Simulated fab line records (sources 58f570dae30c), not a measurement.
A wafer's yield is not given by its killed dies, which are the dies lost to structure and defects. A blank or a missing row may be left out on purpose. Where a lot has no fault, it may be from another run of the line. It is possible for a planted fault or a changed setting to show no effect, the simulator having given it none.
Which tool is to blame? / flow berkeley cmos170 / Sampling: 13 lots, 39 wafers, 2 of 331 route steps

WHAT THE GAUGES READ, wafer by wafer
UCB170_GATE_CD_MEAS_12 targets a cd of 350 nm. Usual: 350.4 nm for cd nm, sd 1.2.
lot=L144; measured=day 6 22:26; on=cd sem-02; cd nm (nm)=350.2 349.9 350.7; flag=
lot=L147; measured=day 7 12:43; on=cd sem-02; cd nm (nm)=350.3 350.9 349.8; flag=
lot=L148; measured=day 7 12:52; on=cd sem-01; cd nm (nm)=350.0 349.0 350.1; flag=
lot=L146; measured=day 7 13:00; on=cd sem-01; cd nm (nm)=349.1 349.7 349.0; flag=
lot=L143; measured=day 7 13:17; on=cd sem-02; cd nm (nm)=351.9 351.2 351.0; flag=
lot=L150; measured=day 8 17:34; on=cd sem-01; cd nm (nm)=350.1 348.1 349.9; flag=
lot=L152; measured=day 8 17:41; on=cd sem-02; cd nm (nm)=348.5 349.7 348.8; flag=
lot=L151; measured=day 8 17:48; on=cd sem-02; cd nm (nm)=350.0 350.1 350.5; flag=
lot=L153; measured=day 9 10:08; on=cd sem-02; cd nm (nm)=351.0 351.6 350.5; flag=
lot=L158; measured=day 10 00:58; on=cd sem-02; cd nm (nm)=350.4 350.2 351.0; flag=
lot=L161; measured=day 11 02:11; on=cd sem-01; cd nm (nm)=345.0 346.4 349.1; flag=
lot=L164; measured=day 11 07:54; on=cd sem-02; cd nm (nm)=349.6 348.7 349.4; flag=
lot=L165; measured=day 11 22:54; on=cd sem-01; cd nm (nm)=349.8 349.7 350.5; flag=

EACH LOT AND THE TOOL THAT RAN IT (in order: tool; ch and the chambers of the sampled wafers; start)
lot=L144; UCB170_GATE_EXPOSE_09=krf scanner-02 ch 0, day 6 21:53
lot=L147; UCB170_GATE_EXPOSE_09=krf scanner-02 ch 0, day 7 12:00
lot=L148; UCB170_GATE_EXPOSE_09=krf scanner-01 ch 0, day 7 12:16
lot=L146; UCB170_GATE_EXPOSE_09=krf scanner-02 ch 0, day 7 12:36
lot=L143; UCB170_GATE_EXPOSE_09=krf scanner-02 ch 0, day 7 12:45
lot=L150; UCB170_GATE_EXPOSE_09=krf scanner-01 ch 0, day 8 17:10
lot=L152; UCB170_GATE_EXPOSE_09=krf scanner-01 ch 0, day 8 17:17
lot=L151; UCB170_GATE_EXPOSE_09=krf scanner-01 ch 0, day 8 17:25
lot=L153; UCB170_GATE_EXPOSE_09=krf scanner-02 ch 0, day 9 09:38
lot=L158; UCB170_GATE_EXPOSE_09=krf scanner-01 ch 0, day 10 00:21
lot=L161; UCB170_GATE_EXPOSE_09=krf scanner-01 ch 0, day 11 01:45
lot=L164; UCB170_GATE_EXPOSE_09=krf scanner-02 ch 0, day 11 07:28
lot=L165; UCB170_GATE_EXPOSE_09=krf scanner-02 ch 0, day 11 22:31
- UCB170_GATE_EXPOSE_09: exposes mask POLY, target cd 350 nm.

WHAT THE TOOLS THEMSELVES READ (means of the sampled wafers that have a number; where no wafer has one, the mark that the record gives instead)
UCB170_GATE_EXPOSE_09. Usual: 20.931 for exposure dose mJ cm2, sd 0.023.
lot=L144; tool=krf scanner-02; exposure dose mJ cm2=20.950; flag=
lot=L147; tool=krf scanner-02; exposure dose mJ cm2=20.920; flag=
lot=L148; tool=krf scanner-01; exposure dose mJ cm2=20.931; flag=
lot=L146; tool=krf scanner-02; exposure dose mJ cm2=20.974; flag=
lot=L143; tool=krf scanner-02; exposure dose mJ cm2=20.955; flag=
lot=L150; tool=krf scanner-01; exposure dose mJ cm2=20.938; flag=
lot=L152; tool=krf scanner-01; exposure dose mJ cm2=20.919; flag=
lot=L151; tool=krf scanner-01; exposure dose mJ cm2=20.949; flag=
lot=L153; tool=krf scanner-02; exposure dose mJ cm2=20.940; flag=
lot=L158; tool=krf scanner-01; exposure dose mJ cm2=20.920; flag=
lot=L161; tool=krf scanner-01; exposure dose mJ cm2=20.804; flag=OFF
lot=L164; tool=krf scanner-02; exposure dose mJ cm2=20.950; flag=
lot=L165; tool=krf scanner-02; exposure dose mJ cm2=20.907; flag=

THE ANSWER, worked out from the rows above alone
Rule: a lot counts as off when the mean over its wafers that have a number is more than 3 standard deviations away from the usual mean. A lot without any number at a reading at which 4 lots or more have one is off too. Where the step has rows for the other lots, those lots are counted as sound. Order of review: gauges by route order, followed by the tools' own readings, for which a lot's mean as printed above is used. At the first step where some lot is off, the reading lying furthest off is the one used; lots without a number count as furthest.
Off, at UCB170_GATE_EXPOSE_09 on exposure dose mJ cm2: L161.
A tool fits if, at that step or a process step before it, it ran every lot that is off, and no sound lot after the first of them. One fits: UCB170_GATE_EXPOSE_09 on krf scanner-01. Its last sound lot is L158 (day 10 00:21), its first lot that is off L161 (day 11 01:45): a fault that began between those two fits.
The tool's own readings at UCB170_GATE_EXPOSE_09 bear it out: on the lots that are off they differ by more than 5 times the standard deviation of the sound lots' means. exposure dose mJ cm2 reads 20.804 there against 20.938 on the sound lots.

WHAT HAD BEEN PUT IN BY THE SIMULATOR
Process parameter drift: krf scanner-01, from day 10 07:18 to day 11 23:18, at UCB170_GATE_EXPOSE_09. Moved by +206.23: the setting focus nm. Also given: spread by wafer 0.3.
Shown lots that were struck: L161. The rule given above showed the same thing.
